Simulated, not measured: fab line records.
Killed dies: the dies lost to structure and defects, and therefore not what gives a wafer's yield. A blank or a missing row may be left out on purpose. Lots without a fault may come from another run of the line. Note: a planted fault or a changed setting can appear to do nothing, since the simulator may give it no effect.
A lot that was struck, set against a sound lot / flow rit-cmos / 44 out of 202 route steps
Sound: these wafers, L826.1, L826.3, L826.6. Struck: wafers L838.1, L838.4, L838.6. The cause is named last.
Order at every step that has rows: each side's tool, ch and its chambers, its first start. Under that, the readings that differ: sound wafers / struck wafers / difference of the means / sigmas: that difference in standard deviations of wafers without a fault.
alike: a reading whose means differ by less than 2 such deviations, as well as words and numbers matching on both sides. not compared: withheld readings; readings where some wafer has no value; bounds like >300 that might hide an equal value; numbers whose values overlap and for which the record gives no deviation.
The two part at a step that has a row with sigmas, a row that says differs or no value, or rows on one side only. When numbers do not overlap yet have no deviation, they are printed without sigmas and do not part them. A reading that every wafer of one side lacks parts them only if that side has two wafers or more.

first, 4 steps without rows for these wafers: RIT_PLDD_SOFTBAKE_02 (time 60 s); RIT_PLDD_EXPOSE_03 (exposes mask M8, target cd 40900 nm); RIT_PLDD_PEB_04; RIT_PLDD_DEVELOP_05 (develop time 50 s).
RIT_PLDD_OVL_MEAS_06:
  sound on overlay-01, day 2 23:56; struck on overlay-02, day 5 16:29
  alike: PLDD_OVL
then, 2 steps without rows for these wafers: RIT_PLDD_HARDBAKE_07 (time 60 s); RIT_PLDD_IMPLANT_08.
RIT_PLDD_STRIP_09: strips in O2, time 180 s.
  sound on plasma-asher-03 ch 0,1, day 3 00:16; struck on plasma-asher-03 ch 0,1, day 5 16:49
  alike: chamber-pressure-mTorr, drypump-motor-current-A
  not compared: rf-hours-counter-h
RIT_PLDD_TW_MEAS_10:
  sound on film-metro-04, day 3 00:27; struck on film-metro-01, day 5 17:00
  alike: PLDD_TW
then, 3 steps without rows for these wafers: RIT_SPACER_CLEAN_00 (cleans in SC1, time 600 s); RIT_SPACER_CLEAN_01 (cleans in dHF, time 30 s); RIT_SPACER_CLEAN_02 (cleans in SC2, time 600 s).
RIT_SPACER_CVD_03: deposits Si3N4 from SiH2Cl2/NH3, target thk 250 nm, time 3300 s.
  sound on lpcvd-02 ch 1, day 3 00:52; struck on lpcvd-02 ch 0, day 5 17:58
reading=model.Si3N4_of_SPACER_CVD_03.thk-nm (nm); sound=252.7 251.1 253.9; struck=165.2 168.5 167.9; difference=-85.4; sigmas=
RIT_SPACER_THK_MEAS_04:
  sound on film-metro-03, day 3 02:47; struck on film-metro-02, day 5 20:50
reading=SPACER_NITRIDE_THK (nm); sound=252.8 251.2 254.0; struck=165.3 168.5 168.1; difference=-85.4; sigmas=-36
RIT_SPACER_ETCHBACK_05: etches Si3N4 in SF6/CHF3, stops on SiO2, target depth 250 nm, time 240 s.
  sound on rie-diel-01 ch 0,1,2, day 3 02:51; struck on rie-diel-04 ch 0,3, day 5 20:54
reading=oes-product-au (a.u.); sound=0.840 0.846 0.828; struck=0.640 0.652 0.638; difference=-0.195; sigmas=-16
reading=model.etch.depth-nm (nm); sound=252.7 251.1 253.9; struck=165.2 168.5 167.9; difference=-85.4; sigmas=
  alike: chamber-pressure-mTorr, drypump-motor-current-A, throttle-valve-pct
  not compared: rf-hours-counter-h
then, 6 steps without rows for these wafers: RIT_NSD_HMDS_00 (prime time 60 s); RIT_NSD_COAT_01 (resist thk 1000 nm); RIT_NSD_SOFTBAKE_02 (time 60 s); RIT_NSD_EXPOSE_03 (exposes mask M9, target cd 40700 nm); RIT_NSD_PEB_04; RIT_NSD_DEVELOP_05 (develop time 50 s).
RIT_NSD_OVL_MEAS_06:
  sound on overlay-02, day 3 03:51; struck on overlay-01, day 5 21:54
  alike: NSD_OVL
then, 2 steps without rows for these wafers: RIT_NSD_HARDBAKE_07 (time 60 s); RIT_NSD_IMPLANT_08.
RIT_NSD_STRIP_09: strips in O2, time 180 s.
  sound on plasma-asher-04 ch 0,1, day 3 04:11; struck on plasma-asher-04 ch 0,1, day 5 22:14
  alike: chamber-pressure-mTorr, drypump-motor-current-A
  not compared: rf-hours-counter-h
RIT_NSD_TW_MEAS_10:
  sound on film-metro-01, day 3 04:22; struck on film-metro-04, day 5 22:25
  alike: NSD_TW
then, 6 steps without rows for these wafers: RIT_PSD_HMDS_00 (prime time 60 s); RIT_PSD_COAT_01 (resist thk 1000 nm); RIT_PSD_SOFTBAKE_02 (time 60 s); RIT_PSD_EXPOSE_03 (exposes mask M10, target cd 40900 nm); RIT_PSD_PEB_04; RIT_PSD_DEVELOP_05 (develop time 50 s).
RIT_PSD_OVL_MEAS_06:
  sound on overlay-01, day 3 05:16; struck on overlay-02, day 5 23:27
  alike: PSD_OVL
then, 2 steps without rows for these wafers: RIT_PSD_HARDBAKE_07 (time 60 s); RIT_PSD_IMPLANT_08.
RIT_PSD_STRIP_09: strips in O2, time 180 s.
  sound on plasma-asher-01 ch 0,1, day 3 05:37; struck on plasma-asher-04 ch 0,1, day 5 23:47
reading=drypump-motor-current-A (A); sound=5.47 5.48 5.47; struck=5.04 4.92 5.04; difference=-0.47; sigmas=-2
  alike: chamber-pressure-mTorr
  not compared: rf-hours-counter-h
RIT_PSD_TW_MEAS_10:
  sound on film-metro-04, day 3 05:47; struck on film-metro-04, day 5 23:58
  alike: PSD_TW
then, 3 steps without rows for these wafers: RIT_SDANNEAL_CLEAN_00 (cleans in SC1, time 600 s); RIT_SDANNEAL_CLEAN_01 (cleans in dHF, time 30 s); RIT_SDANNEAL_CLEAN_02 (cleans in SC2, time 600 s).
RIT_SDANNEAL_RTA_03: time 5 s.
  sound on rtp-anneal-01 ch 0, day 3 06:13; struck on rtp-anneal-01 ch 0, day 6 00:23
  alike: chamber-o2-ppm, wafer_temp_C_max
RIT_SDANNEAL_RS_MEAS_04: measures by four-point-probe.
  sound on film-metro-04, day 3 06:17; struck on film-metro-04, day 6 00:26
  alike: PSD_RS
RIT_SILICIDE_WET_ETCH_00: etches SiO2 in BOE, target depth 14 nm, time 15 s.
  sound on wet-bench-04 ch 0, day 3 06:46; struck on wet-bench-02 ch 2, day 6 00:55
reading=model.Si3N4_of_SPACER_CVD_03.thk-nm (nm); sound=196.2 196.2 197.9; struck=128.7 130.6 130.6; difference=-66.8; sigmas=
  alike: bath-heat-duty-pct
RIT_M1_PROBE_99:
  sound on prober-02, day 3 13:32; struck on prober-02, day 6 08:40
  alike: killed-at-contacts, killed-at-front-end, killed-dies, killed-open, killed-short

## WHERE THEY PART
First at RIT_SPACER_THK_MEAS_04; last, within this record, at RIT_PSD_STRIP_09. Later steps at which nothing parts them and some readings are alike: RIT_PSD_TW_MEAS_10, RIT_SDANNEAL_RTA_03, RIT_SDANNEAL_RS_MEAS_04, RIT_SILICIDE_WET_ETCH_00, RIT_M1_PROBE_99.

WHY: the cause the simulator had injected
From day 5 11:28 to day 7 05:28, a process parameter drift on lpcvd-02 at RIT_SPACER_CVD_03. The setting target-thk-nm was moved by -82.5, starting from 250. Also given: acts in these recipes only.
